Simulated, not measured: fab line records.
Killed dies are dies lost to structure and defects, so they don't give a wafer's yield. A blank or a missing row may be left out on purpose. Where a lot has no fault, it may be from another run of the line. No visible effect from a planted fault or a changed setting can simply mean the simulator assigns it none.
A single fault, viewed from 2 desks -- flow ritCmos -- every desk sees just its own numbers, and what lay behind them comes last

== FROM THE METROLOGY DESK ==
What the gauges read, lot by lot, whatever tool the lot ran on: means of the sampled wafers that have a number. A lot is out of limits, marked OUT, if its mean lies more than 4 standard deviations from the usual mean; the brackets give that distance.
Columns: A = NLDD_TW at RIT_NLDD_TW_MEAS_10, usual 2510; B = NSD_TW at RIT_NSD_TW_MEAS_10, usual 3156; C = NSD_RS at RIT_SDANNEAL_RS_MEAS_05, usual 84.4 ohm/sq; D = NLDD_RS at RIT_SDANNEAL_RS_MEAS_07, usual 151.7 ohm/sq
lot,first seen here,A,B,C,D
L839,day 2 20:16,2492,3139,84.9,152.5
L840,day 3 00:42,2517,3170,84.0,151.3
L841,day 3 14:14,2508,3171,84.1,151.8
L845,day 4 08:41,2504,3166,83.9,150.7
L847,day 4 12:18,2502,3164,84.6,151.0
L848,day 4 20:36,2505,3178,84.9,151.4
L850,day 5 06:54,2517,3150,84.4,151.4
L851,day 5 11:50,2506,3147,84.6,152.2
L852,day 5 17:50,2535,3159,84.4,152.2
L853,day 5 21:35,2533,3139,84.9,151.7
L855,day 6 06:01,2519,3168,84.0,151.6
L856,day 6 08:37,2516,3163,84.0,152.2
L860,day 7 06:41,2527,2715 (-28) OUT,136.9 (+99 or more) OUT,151.0
L861,day 7 13:01,2520,2757 (-25) OUT,134.8 (+99 or more) OUT,152.6
This desk reports L860, L861 out of limits; the earliest was L860 at day 7 12:16 (NSD_TW at RIT_NSD_TW_MEAS_10). L839, L840, L841, L845, L847, L848, L850, L851, L852, L853, L855, L856: within limits.

== AT THE TOOL OWNER'S DESK: implanter-04 ==
The tool's own readings at RIT_NSD_IMPLANT_08: means of the sampled wafers that have a number, for each lot that ran on this tool. A lot is out of limits, marked OUT, if its mean lies more than 4 standard deviations from the usual mean; the brackets give that distance.
Columns: A = doseIonsCm2 at RIT_NSD_IMPLANT_08, usual 9.999e+14; B = endStationPressureTorr at RIT_NSD_IMPLANT_08, usual 7.6e-06 Torr; C = faradayCurrentUA at RIT_NSD_IMPLANT_08, usual 3127
lot,first seen here,A,B,C
L852,day 5 22:58,1.000e+15,7.7e-06,3117
L860,day 7 11:56,5.517e+14 (-99 or more) OUT,6.4e-06,1714 (-22) OUT
L861,day 7 18:34,5.499e+14 (-99 or more) OUT,6.4e-06,1728 (-22) OUT
Finding of this desk: L860, L861 out of limits; the first was L860 at day 7 11:56, on doseIonsCm2 at RIT_NSD_IMPLANT_08. L852: within limits.

== PUT TOGETHER ==
The tool owner's desk could have raised an alarm at day 7 11:56, on L860, L861.
L860, L861 would have let the metrology desk raise an alarm at day 7 12:16.
On implanter-04, each named lot ran RIT_NSD_IMPLANT_08.

== WHAT THE SIMULATOR HAD INSERTED ==
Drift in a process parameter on implanter-04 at RIT_NSD_IMPLANT_08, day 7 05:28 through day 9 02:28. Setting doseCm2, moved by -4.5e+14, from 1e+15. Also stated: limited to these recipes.
Struck lots among those shown: L860, L861.
Hours from the fault's start to each desk's first reading out of limits: the tool owner's desk, 6; the metrology desk, 7.
